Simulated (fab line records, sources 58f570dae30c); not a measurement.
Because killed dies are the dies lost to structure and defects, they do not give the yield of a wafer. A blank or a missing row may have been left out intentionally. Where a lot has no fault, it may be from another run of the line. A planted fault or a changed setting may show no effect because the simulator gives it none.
Which tool did it? :: flow berkeley-cmos170 :: 14 lots, 42 wafers sampled, at 3 steps of a route of 331

WHAT EACH GAUGE READ, for each wafer
UCB170_PFIELD_OVL_MEAS_06. Usual: PFIELD_OVL 1 nm, standard deviation 6.7.
lot: L826
measured: day 4 13:40
on: overlay-02
PFIELD_OVL (nm): -10 2 2
flag: 

lot: L827
measured: day 4 13:49
on: overlay-01
PFIELD_OVL (nm): 6 -2 4
flag: 

lot: L829
measured: day 4 16:01
on: overlay-01
PFIELD_OVL (nm): 4 6 7
flag: 

lot: L830
measured: day 4 19:20
on: overlay-01
PFIELD_OVL (nm): 9 14 6
flag: 

lot: L832
measured: day 5 06:55
on: overlay-01
PFIELD_OVL (nm): -7 -2 6
flag: 

lot: L831
measured: day 5 07:02
on: overlay-02
PFIELD_OVL (nm): -4 7 -3
flag: 

lot: L834
measured: day 5 13:38
on: overlay-01
PFIELD_OVL (nm): 5 4 -1
flag: 

lot: L835
measured: day 5 21:40
on: overlay-02
PFIELD_OVL (nm): -10 5 7
flag: 

lot: L836
measured: day 5 22:03
on: overlay-01
PFIELD_OVL (nm): 1 0 -4
flag: 

lot: L838
measured: day 6 09:54
on: overlay-02
PFIELD_OVL (nm): -3 0 -1
flag: 

lot: L839
measured: day 6 15:26
on: overlay-02
PFIELD_OVL (nm): 13 5 9
flag: 

lot: L840
measured: day 6 20:03
on: overlay-02
PFIELD_OVL (nm): 3 2 -5
flag: 

lot: L841
measured: day 7 05:19
on: overlay-01
PFIELD_OVL (nm): -9 -8 1
flag: 

lot: L849
measured: day 9 01:07
on: overlay-02
PFIELD_OVL (nm): -4 4 10
flag: 

UCB170_FIELD_THK_MEAS_02. Usual: FIELD_OXIDE_THK 560 nm, standard deviation 11.
lot: L826
measured: day 4 21:02
on: film-metro-01
FIELD_OXIDE_THK (nm): 541 544 538
flag: 

lot: L827
measured: day 4 21:01
on: film-metro-04
FIELD_OXIDE_THK (nm): 552 550 549
flag: 

lot: L829
measured: day 4 21:02
on: film-metro-03
FIELD_OXIDE_THK (nm): 549 555 546
flag: 

lot: L830
measured: day 5 01:16
on: film-metro-04
FIELD_OXIDE_THK (nm): 561 550 554
flag: 

lot: L832
measured: day 5 12:01
on: film-metro-04
FIELD_OXIDE_THK (nm): 560 567 559
flag: 

lot: L831
measured: day 5 12:01
on: film-metro-03
FIELD_OXIDE_THK (nm): 577 573 571
flag: 

lot: L834
measured: day 5 18:56
on: film-metro-03
FIELD_OXIDE_THK (nm): 559 562 564
flag: 

lot: L835
measured: day 6 04:35
on: film-metro-01
FIELD_OXIDE_THK (nm): 559 563 566
flag: 

lot: L836
measured: day 6 04:34
on: film-metro-04
FIELD_OXIDE_THK (nm): 554 546 549
flag: 

lot: L838
measured: day 6 13:56
on: film-metro-03
FIELD_OXIDE_THK (nm): 558 562 552
flag: 

lot: L839
measured: day 6 23:26
on: film-metro-01
FIELD_OXIDE_THK (nm): 564 569 556
flag: 

lot: L840
measured: day 6 23:25
on: film-metro-04
FIELD_OXIDE_THK (nm): 570 560 553
flag: 

lot: L841
measured: day 7 10:41
on: film-metro-04
FIELD_OXIDE_THK (nm): 557 554 553
flag: 

lot: L849
measured: day 9 05:35
on: film-metro-04
FIELD_OXIDE_THK (nm): 571 578 567
flag: 

UCB170_GATE_OVL_MEAS_13. Usual: GATE_OVL 0 nm, standard deviation 6.
lot: L826
measured: day 6 02:25
on: overlay-01
GATE_OVL (nm): -2 4 -4
flag: 

lot: L827
measured: day 6 02:16
on: overlay-02
GATE_OVL (nm): 7 5 3
flag: 

lot: L829
measured: day 6 02:39
on: overlay-02
GATE_OVL (nm): 0 -9 -5
flag: 

lot: L830
measured: day 6 13:02
on: overlay-02
GATE_OVL (nm): 5 12 11
flag: 

lot: L832
measured: day 6 18:51
on: overlay-01
GATE_OVL (nm): 0 2 3
flag: 

lot: L831
measured: day 6 18:30
on: overlay-02
GATE_OVL (nm): 5 4 4
flag: 

lot: L834
measured: day 7 06:31
on: overlay-01
GATE_OVL (nm): -2 -4 1
flag: 

lot: L835
measured: day 7 17:05
on: overlay-02
GATE_OVL (nm): -2 -5 -5
flag: 

lot: L836
measured: day 7 16:37
on: overlay-01
GATE_OVL (nm): 2 -2 2
flag: 

lot: L838
measured: day 8 01:20
on: overlay-01
GATE_OVL (nm): -5 -4 3
flag: 

lot: L839
measured: day 8 14:25
on: overlay-02
GATE_OVL (nm): -9 -6 -4
flag: 

lot: L840
measured: day 8 14:23
on: overlay-01
GATE_OVL (nm): -1 1 3
flag: 

lot: L841
measured: day 9 00:47
on: overlay-02
GATE_OVL (nm): 1 -6 0
flag: 

lot: L849
measured: day 10 19:46
on: overlay-01
GATE_OVL (nm): -1 5 -2
flag: 

WHICH TOOL RAN EACH LOT (tool, then ch and the chambers of the sampled wafers, then the start)
There is no process step in the record ahead of these readings.

AS READ BY THE TOOLS THEMSELVES (means over the sampled wafers that have a number; for cases with no such wafer, the mark the record gives instead)
The record holds no such reading with a usual standard deviation.

THE ANSWER, worked out from the rows above alone
Rule: lot off if the mean of its wafers having a number is beyond 3 standard deviations from the usual mean. Also off: a lot with no number at a reading for which 4 or more lots have one. The other lots that the step has rows for count as sound. After the gauges, taken in route order, come the tools' own readings; for these a lot's mean is taken, as printed above. The first step at which some lot is off is used, and at that step the reading that is off furthest; a lot without a number counts as furthest.
No lot is off on any of the readings shown, so nothing can be concluded from this.

WHAT THE SIMULATOR PUT IN
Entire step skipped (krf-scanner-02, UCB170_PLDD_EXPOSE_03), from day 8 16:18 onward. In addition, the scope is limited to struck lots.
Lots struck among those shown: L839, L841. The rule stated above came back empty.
